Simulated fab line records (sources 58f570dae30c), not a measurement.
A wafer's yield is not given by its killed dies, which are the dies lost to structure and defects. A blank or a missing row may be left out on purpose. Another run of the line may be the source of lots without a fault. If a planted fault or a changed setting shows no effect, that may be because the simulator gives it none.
Matching of chambers	flow berkeleyCmos170	4 sister chambers for UCB170_GATE_ETCH_15 on rieSi-01
The step etches poly-Si in HBr/Cl2, stops on SiO2, time 56.3 s, target depth 278.2 nm. 8 wafers are shown with their chamber, then 7 later ones without.

== EACH WAFER AND ITS CHAMBER ==
wafer	chamber	drypumpMotorCurrentA (A)	oesProductAu (a.u.)
L474.2	3	4.92	0.823
L474.5	1	5.50	0.842
L475.2	0	5.29	0.831
L475.4	2	5.00	0.839
L475.5	3	4.90	0.833
L479.2	2	5.00	0.835
L479.3	0	5.32	0.832
L479.5	1	5.51	0.844

== WAFERS MISSING THEIR CHAMBER ==
wafer	drypumpMotorCurrentA (A)	oesProductAu (a.u.)
L483.6	4.90	0.842
L485.2	4.90	0.823
L485.5	5.27	0.827
L485.6	5.49	0.835
L486.1	5.50	0.850
L486.2	5.28	0.831
L486.4	4.90	0.834

== CHAMBER TAKEN BY EACH ==
wafer	from the rows above	in truth
L483.6	3	3
L485.2	3	3
L485.5	0	0
L485.6	1	1
L486.1	1	1
L486.2	0	0
L486.4	3	3
Correctly placed: 7 of 7. Left unplaced by these rows: 0. 0 placed wrongly.
How it was worked out, from the rows above alone: a wafer's distance from a chamber is the root of the sum, over the readings, of the square of ((its reading less the chamber's mean) divided by the reading's scatter). The wafer belongs to the nearest chamber; if the next one is less than 2 further off, it can't be placed. The mean given for a chamber averages the wafers shown for that chamber. How the scatter is found: for the shown wafers, subtract from each reading the mean of its chamber, square and add these, divide the total by (wafers less chambers), then take the root.
